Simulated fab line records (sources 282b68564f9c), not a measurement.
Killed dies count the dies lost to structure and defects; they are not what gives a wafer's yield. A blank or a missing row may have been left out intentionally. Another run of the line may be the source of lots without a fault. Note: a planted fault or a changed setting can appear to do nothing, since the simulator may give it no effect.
fab line records ; flow rit_cmos
record: lots: 6; wafers: 18; last_day: 7
route steps=202 shown ACTIVE@3 M1@202
lots that met no fault: from a run of the same line without faults
start_h: start of the lot's first displayed wafer, in hours after the record's first day ; wait_h: hours from the lot's prior step to this one ; " repeats the value in the row above ; L1.1+2: a single row standing in for several wafers ; - either no value or no given start ; * or withheld: withheld ; < > ~ a bound
route shown NAME@n: a module of which the file shows steps, and the number in the route of the first ; usual: mean/standard deviation taken from wafers without a fault ; same: alike in all rows ; chamber/n: place in a boat ; sites: each site's reading ; _std_site: standard deviation across them ; _edge_site: inner sites' mean taken away from outer sites' mean ; radius_mm: for every site, how far away it sits from the centre of the wafer ; mask NAME#n: copy n ; behind: the tool/chamber that last shaped the wafer ; hold: reason for holding the lot/hours on hold/outcome of the hold ; device: which transistor (n, p or np) failed to switch ; end of line: tests of these same wafers at the route's end ; where a step has no rows: the recipe by itself ; killed: at the first sort, the dies lost to defects and structure; wafer yield is something else ; map: the dies of a wafer, with x for killed, . for not killed, _ for no die there
set.NAME: the setting that was run; set.NAME@STEP: the one run at that earlier step ; model.NAME: the simulator's own value behind a step, which no gauge read
lots at some steps of the route; a table a step, a row a wafer
services: from which hour (start_h, from the record's first day; less than 0 if before it) a tool's chamber was out of use, for how many hours, and why
== steps ==
step: RIT_ACTIVE_THK_MEAS_02
recipe: reads: SiO2_of_ACTIVE_OXIDATION_01
usual: ACTIVE_OXIDE_THK: 47.0/0.77
lot.wafer;tool;chamber;start_h;wait_h;ACTIVE_OXIDE_THK[nm]
L922.1;film_metro-02;-;27.69;0.0;47.0
L922.2;film_metro-02;-;27.69;0.0;47.2
L922.4;film_metro-02;-;27.69;0.0;47.1
L926.1;film_metro-04;-;48.19;0.0;47.5
L926.2;film_metro-04;-;48.19;0.0;47.3
L926.6;film_metro-04;-;48.19;0.0;47.2
L931.3;film_metro-02;-;72.07;0.0;45.2
L931.4;film_metro-02;-;72.07;0.0;45.8
L931.5;film_metro-02;-;72.07;0.0;45.0
L934.1;film_metro-02;-;87.05;0.0;47.6
L934.2;film_metro-02;-;87.05;0.0;48.4
L934.5;film_metro-02;-;87.05;0.0;48.8
L938.3;film_metro-01;-;107.07;0.0;48.1
L938.5;film_metro-01;-;107.07;0.0;47.8
L938.6;film_metro-01;-;107.07;0.0;47.8
L939.2;film_metro-02;-;112.06;0.0;47.6
L939.4;film_metro-02;-;112.06;0.0;47.9
L939.5;film_metro-02;-;112.06;0.0;47.4
step: RIT_ACTIVE_CVD_03
recipe: material: Si3N4; target_thk_nm: 150; temp_c: 810; precursor: SiH2Cl2/NH3; time_s: 1500; pressure_mtorr: 300; sih2cl2_flow_sccm: 60; nh3_flow_sccm: 150
step: RIT_ACTIVE_THK_MEAS_04
recipe: reads: Si3N4_of_ACTIVE_CVD_03
usual: ACTIVE_NITRIDE_THK: 149.9/1.5
lot.wafer;tool;chamber;start_h;wait_h;ACTIVE_NITRIDE_THK[nm]
L922.1;film_metro-01;-;29.62;0.0;149.2
L922.2;film_metro-01;-;29.62;0.0;149.6
L922.4;film_metro-01;-;29.62;0.0;150.8
L926.1;film_metro-04;-;49.66;0.0;153.3
L926.2;film_metro-04;-;49.66;0.0;152.6
L926.6;film_metro-04;-;49.66;0.0;152.0
L931.3;film_metro-02;-;73.55;0.0;147.9
L931.4;film_metro-02;-;73.55;0.0;148.0
L931.5;film_metro-02;-;73.55;0.0;147.4
L934.1;film_metro-01;-;88.55;0.0;150.3
L934.2;film_metro-01;-;88.55;0.0;149.5
L934.5;film_metro-01;-;88.55;0.0;149.5
L938.3;film_metro-02;-;108.55;0.0;150.9
L938.5;film_metro-02;-;108.55;0.0;151.3
L938.6;film_metro-02;-;108.55;0.0;151.3
L939.2;film_metro-02;-;113.54;0.0;151.2
L939.4;film_metro-02;-;113.54;0.0;150.3
L939.5;film_metro-02;-;113.54;0.0;151.4
step: RIT_ACTIVE_HMDS_05
recipe: prime_time_s: 60; prime_temp_c: 140
step: RIT_ACTIVE_COAT_06
recipe: resist: NOVOLAK; spin_rpm: 3250; resist_thk_nm: 1000
step: RIT_ACTIVE_SOFTBAKE_07
recipe: resist: NOVOLAK; temp_c: 90; time_s: 60
step: RIT_ACTIVE_EXPOSE_08
recipe: mask_id: M1; na: 0.6; source_shape: conventional; sigma_outer: 0.6; target_cd_nm: 1400; dose_mj: 225
step: RIT_ACTIVE_PEB_09
recipe: resist: NOVOLAK; temp_c: withheld; time_s: withheld
step: RIT_ACTIVE_DEVELOP_10
recipe: resist: NOVOLAK; develop_time_s: 50; dev_temp_c: 23
step: RIT_ACTIVE_CD_MEAS_11
recipe: target_cd_nm: 1400
usual: cd_nm: 1400.5/2
lot.wafer;tool;chamber;start_h;wait_h;cd_nm
L922.1;cd_sem-01;-;30.53;-;1400.5
L922.2;cd_sem-01;-;30.53;-;1399.0
L922.4;cd_sem-01;-;30.53;-;1400.3
L926.1;cd_sem-02;-;50.61;-;1401.5
L926.2;cd_sem-02;-;50.61;-;1400.8
L926.6;cd_sem-02;-;50.61;-;1400.3
L931.3;cd_sem-01;-;74.60;-;1404.0
L931.4;cd_sem-01;-;74.60;-;1405.7
L931.5;cd_sem-01;-;74.60;-;1401.5
L934.1;cd_sem-02;-;89.71;-;1399.9
L934.2;cd_sem-02;-;89.71;-;1401.0
L934.5;cd_sem-02;-;89.71;-;1402.4
L938.3;cd_sem-01;-;109.66;-;1398.8
L938.5;cd_sem-01;-;109.66;-;1397.6
L938.6;cd_sem-01;-;109.66;-;1399.5
L939.2;cd_sem-02;-;114.46;-;1398.2
L939.4;cd_sem-02;-;114.46;-;1398.4
L939.5;cd_sem-02;-;114.46;-;1398.2
step: RIT_ACTIVE_HARDBAKE_12
recipe: resist: NOVOLAK; temp_c: 140; time_s: 60
step: RIT_ACTIVE_ETCH_13
recipe: stop_on: SiO2; chemistry: SF6; target: Si3N4; time_s: 210; over_etch_frac: 0.4; SF6_flow_sccm: 200; pressure_mtorr: 260; rf_w: 125; target_depth_a: 2100
usual: drypump_motor_current_A: 5.4/0.36; oes_product_au: 0.821/0.0092; throttle_valve_pct: 7.43/0.096
lot.wafer;tool;chamber;start_h;wait_h;drypump_motor_current_A;oes_product_au;rf_hours_counter_h;throttle_valve_pct
L922.1;rie_diel-01;2;30.80;0.1;6.1;0.829;38;7.67
L922.2;rie_diel-01;3;30.80;0.1;4.8;0.822;141;7.51
L922.4;rie_diel-01;1;30.80;0.1;5.0;0.822;93;7.44
L926.1;rie_diel-03;3;50.91;0.1;5.2;0.818;41;7.41
L926.2;rie_diel-03;1;50.91;0.1;5.1;0.818;1;7.27
L926.6;rie_diel-03;3;50.91;0.1;5.2;0.830;-;7.39
L931.3;rie_diel-04;2;74.97;0.1;5.4;0.824;60;7.37
L931.4;rie_diel-04;3;74.97;0.1;5.7;0.816;123;7.33
L931.5;rie_diel-04;2;74.97;0.1;5.4;0.814;-;7.38
L934.1;rie_diel-01;0;89.98;0.1;5.9;0.822;7;7.41
L934.2;rie_diel-01;3;89.98;0.1;4.7;0.819;142;7.51
L934.5;rie_diel-01;2;89.98;0.1;6.2;0.818;-;7.66
L938.3;rie_diel-01;2;109.89;0.1;6.2;0.828;39;7.66
L938.5;rie_diel-01;2;109.89;0.1;6.2;0.830;-;7.67
L938.6;rie_diel-01;3;109.89;0.1;4.8;0.827;-;7.51
L939.2;rie_diel-04;0;114.71;0.1;5.0;0.831;29;7.43
L939.4;rie_diel-04;2;114.71;0.1;5.4;0.828;61;7.39
L939.5;rie_diel-04;1;114.71;0.1;5.3;0.827;-;7.44
step: RIT_ACTIVE_STRIP_14
recipe: chemistry: O2; time_s: 180; resist: NOVOLAK; platen_temp_c: withheld; power_w: 500; pressure_mtorr: 4000; o2_flow_sccm: 4000
usual: chamber_pressure_mTorr: 4000/3.7; drypump_motor_current_A: 6.0/0.57
lot.wafer;tool;chamber;start_h;wait_h;chamber_pressure_mTorr;drypump_motor_current_A;rf_hours_counter_h
L922.1;plasma_asher-01;0;30.93;0.1;4000;6.6;40
L922.2;plasma_asher-01;1;30.93;0.1;3996;5.1;40
L922.4;plasma_asher-01;1;30.93;0.1;3999;5.1;-
L926.1;plasma_asher-02;1;51.05;0.1;3999;6.4;26
L926.2;plasma_asher-02;0;51.05;0.1;4007;6.1;26
L926.6;plasma_asher-02;0;51.05;0.1;3999;6.1;-
L931.3;plasma_asher-02;1;75.16;0.1;4807;6.4;-
L931.4;plasma_asher-02;0;75.16;0.1;4794;6.1;-
L931.5;plasma_asher-02;0;75.16;0.1;4803;6.1;-
L934.1;plasma_asher-02;0;90.12;0.1;4808;6.1;30
L934.2;plasma_asher-02;1;90.12;0.1;4803;6.4;30
L934.5;plasma_asher-02;1;90.12;0.1;4800;6.4;-
L938.3;plasma_asher-01;0;110.08;0.1;3997;6.6;-
L938.5;plasma_asher-01;1;110.08;0.1;4005;5.1;-
L938.6;plasma_asher-01;0;110.08;0.1;3998;6.6;-
L939.2;plasma_asher-03;0;114.84;0.1;4001;6.4;45
L939.4;plasma_asher-03;1;114.84;0.1;3997;5.5;-
L939.5;plasma_asher-03;1;114.84;0.1;4002;5.6;-
step: RIT_ACTIVE_CD_MEAS_90
recipe: target_cd_nm: 1400
usual: cd_nm: 1400.5/2.1
lot.wafer;tool;chamber;start_h;wait_h;cd_nm
L922.1;cd_sem-01;-;31.11;0.1;1400.4
L922.2;cd_sem-01;-;31.11;0.1;1399.6
L922.4;cd_sem-01;-;31.11;0.1;1400.6
L926.1;cd_sem-01;-;51.22;0.1;1401.7
L926.2;cd_sem-01;-;51.22;0.1;1400.8
L926.6;cd_sem-01;-;51.22;0.1;1399.8
L931.3;cd_sem-02;-;75.31;0.1;1404.1
L931.4;cd_sem-02;-;75.31;0.1;1405.4
L931.5;cd_sem-02;-;75.31;0.1;1401.1
L934.1;cd_sem-01;-;90.29;0.1;1399.6
L934.2;cd_sem-01;-;90.29;0.1;1401.8
L934.5;cd_sem-01;-;90.29;0.1;1402.2
L938.3;cd_sem-02;-;110.24;0.1;1398.4
L938.5;cd_sem-02;-;110.24;0.1;1397.5
L938.6;cd_sem-02;-;110.24;0.1;1399.3
L939.2;cd_sem-02;-;115.04;0.1;1398.0
L939.4;cd_sem-02;-;115.04;0.1;1398.3
L939.5;cd_sem-02;-;115.04;0.1;1397.9
step: RIT_M1_PROBE_99
usual: killed_at_M0_to_M3: 0.0/0.12; killed_at_contacts: 0.1/0.25; killed_at_front_end: 8/3.3; killed_dies: 8/3.3; killed_open: 3.9/2.1; killed_short: 3.8/2.2
same: gross_dies: 264; killed_at_M4_up: 0; killed_at_back_side: 0; killed_at_other: 0
lot.wafer;tool;chamber;start_h;wait_h;killed_at_M0_to_M3;killed_at_contacts;killed_at_front_end;killed_dies;killed_open;killed_short
L922.1;prober-01;-;79.46;0.1;0;0;7;7;2;5
L922.2;prober-01;-;79.51;0.1;0;0;3;3;1;1
L922.4;prober-01;-;79.61;0.2;0;0;3;3;3;0
L926.1;prober-01;-;95.94;0.1;0;0;6;6;3;3
L926.2;prober-01;-;95.99;0.1;0;0;10;10;3;7
L926.6;prober-01;-;96.19;0.2;0;0;3;3;2;1
L931.3;prober-02;-;121.59;0.2;0;0;9;9;5;4
L931.4;prober-02;-;121.64;0.2;0;1;14;15;9;6
L931.5;prober-02;-;121.69;0.2;0;0;12;12;7;5
L939.2;prober-02;-;158.85;0.1;0;0;14;14;8;6
L939.4;prober-02;-;158.95;0.2;0;0;11;11;4;7
L939.5;prober-02;-;159.00;0.2;0;0;5;5;2;3
killed by level:class
L922.1 GATE:geometric_particle:open=2 SPACER:geometric_particle:short=2 FOX2:geometric_particle:short=1 GATE:geometric_particle:short=1 REOX:geometric_particle:short=1
L922.2 FOX1:geometric_particle:open=1 GATE:geometric_particle:short=1 ACTIVE:coat_microbubble_printed=1
L922.4 GATE:geometric_particle:open=1 REOX:geometric_particle:open=1 SPACER:geometric_particle:open=1
L926.1 GATE:geometric_particle:short=3 GATE:geometric_particle:open=3
L926.2 GATE:geometric_particle:short=4 GATE:geometric_particle:open=3 FOX1:geometric_particle:short=1 REOX:geometric_particle:short=1 SPACER:geometric_particle:short=1
L926.6 FOX1:geometric_particle:open=1 REOX:geometric_particle:open=1 SPACER:geometric_particle:short=1
L931.3 GATE:geometric_particle:short=3 GATE:geometric_particle:open=2 SILICIDE:geometric_particle:open=2 FOX1:geometric_particle:open=1 SILICIDE:geometric_particle:short=1
L931.4 GATE:geometric_particle:short=4 FOX2:geometric_particle:open=2 GATE:geometric_particle:open=2 FOX1:geometric_particle:open=1 FOX2:geometric_particle:short=1 REOX:geometric_particle:open=1 SPACER:geometric_particle:open=1 SPACER:geometric_particle:short=1
L931.5 GATE:geometric_particle:open=5 FOX1:geometric_particle:short=2 GATE:geometric_particle:short=2 FOX2:geometric_particle:open=1 REOX:geometric_particle:short=1 REOX:geometric_particle:open=1
L939.2 FOX1:geometric_particle:open=3 GATE:geometric_particle:open=3 FOX1:geometric_particle:short=2 GATE:geometric_particle:short=2 REOX:geometric_particle:open=1 REOX:geometric_particle:short=1 SILICIDE:geometric_particle:short=1 SILICIDE:geometric_particle:open=1
L939.4 SILICIDE:geometric_particle:short=3 SILICIDE:geometric_particle:open=3 SPACER:geometric_particle:short=2 FOX1:geometric_particle:short=1 GATE:geometric_particle:short=1 SPACER:geometric_particle:open=1
L939.5 FOX1:geometric_particle:open=2 GATE:geometric_particle:short=2 SILICIDE:geometric_particle:short=1
== services ==
tool;chamber;start_h;hours;kind
rie_diel-01;2;34.05;8.1;repair
rie_diel-04;-;49.01;1.1;repair
rie_diel-01;-;98.85;2.4;repair
plasma_asher-03;-;99.70;4.1;repair
plasma_asher-01;-;112.34;9.9;pm
== key ==
first_sign: step: RIT_ACTIVE_STRIP_14; reading: chamber_pressure_mTorr; direction: up; sigmas: 99+; usual: 4000; struck: 4802
effect none on later readings
met_at RIT_ACTIVE_STRIP_14
struck_wafers L931.3,L931.4,L931.5,L934.1,L934.2,L934.5
tester_left_out L931,L934
onset_between 51.05 75.16
fault: kind: process_parameter_drift; tool: plasma_asher-02; chamber: -; onset_h: 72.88; steps: RIT_ACTIVE_STRIP_14; channel: pressure_mtorr; offset: 800; shape: step; end_h: 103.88; acts_in: these_recipes_only; stated: 4000
tester_left_out: of these lots the tester's yield and bins aren't shown, on N5 and GAA mostly nor the transistor test; their killed dies are dies lost to structure and defects alone, not to doping, threshold or leakage, so they don't give the yield
